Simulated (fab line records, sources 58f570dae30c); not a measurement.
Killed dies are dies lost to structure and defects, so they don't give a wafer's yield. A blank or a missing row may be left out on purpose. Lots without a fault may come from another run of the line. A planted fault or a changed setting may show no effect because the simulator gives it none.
Problem report in the 8D (eight disciplines) form, filled by code | flow berkeley_cmos170 | the parts of the form that need people (team, actions taken, sign-off) are left out

1. THE PROBLEM
PFIELD_OVL at UCB170_PFIELD_OVL_MEAS_06 reads a mean of 90 nm on 12 wafers of 4 lots; wafers without a fault read 0 nm with a standard deviation of 4.1. That is +22 standard deviations from the usual mean.
First seen on wafer L505.4, day 6 20:28, on overlay-01. The record holds 48 wafers of 16 lots with a number at this step. Rule for "out", or "out of limits": more than 4 standard deviations from the usual mean. The other wafers with a number count as sound.

2. WHAT IT IS AND WHAT IT IS NOT
question                    | is                     | is not
which readings at this step | PFIELD_OVL             | -
which lots                  | L505, L506, L509, L511 | L494, L495, L496, L498, L499, L500, L501, L507, L508, L510, L516, L517
which wafers of those lots  | all that have a number | -
read on which gauges        | overlay-01, overlay-02 | -
when                        | from day 6 20:28       | up to then (21 sound wafers); but 15 sound wafers of L507, L508, L510, L516, L517 came after

3. SUSPECTS, AND WHAT RULES EACH OUT
Counting: a tool at a process step up to the reading stays a suspect if it ran every lot that is out and no sound lot after the first of them.
- the gauge at UCB170_PFIELD_OVL_MEAS_06: ruled out. The wafers that are out were read on 2 gauges (overlay-01, overlay-02).
- krf_scanner-01 at UCB170_PFIELD_EXPOSE_03 (exposes mask PFIELD, target cd 1500 nm): kept. It ran every lot that is out, first L505 (day 6 20:06), and no sound lot after that; its last sound lot up to then is L499 (day 5 06:49).
Left after counting: krf_scanner-01 at UCB170_PFIELD_EXPOSE_03.

4. THE CAUSE (what the simulator had put in)
Scanner matching overlay: krf_scanner-01, from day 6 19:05 on, at UCB170_PFIELD_EXPOSE_03. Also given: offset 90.
Counting left only this tool.

5. THE CHAIN OF EFFECTS, in route order
Each row: a reading whose mean over the struck wafers that have a number lies more than 3 standard deviations from the usual. Only readings for which the record gives a usual standard deviation are gone through. hours: the time from each lot's start at the first step in this table that gives one to its start at this step, as a median over the lots. sigmas: the change in usual standard deviations.
hours | step                      | reading    | usual | on struck wafers | change | sigmas
0     | UCB170_PFIELD_OVL_MEAS_06 | PFIELD_OVL | 0 nm  | 90               | +90    | +22

6. WHAT WOULD HAVE CAUGHT IT SOONER
In this record the first reading out of limits at a measuring or inspecting step was taken at day 6 20:28, 1 hour after the fault began at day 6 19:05.
Of the lots that are out (4), L506, L509, L511 began UCB170_PFIELD_EXPOSE_03 on krf_scanner-01 after day 6 20:28. A hold on the tool at that time would have spared those 3.
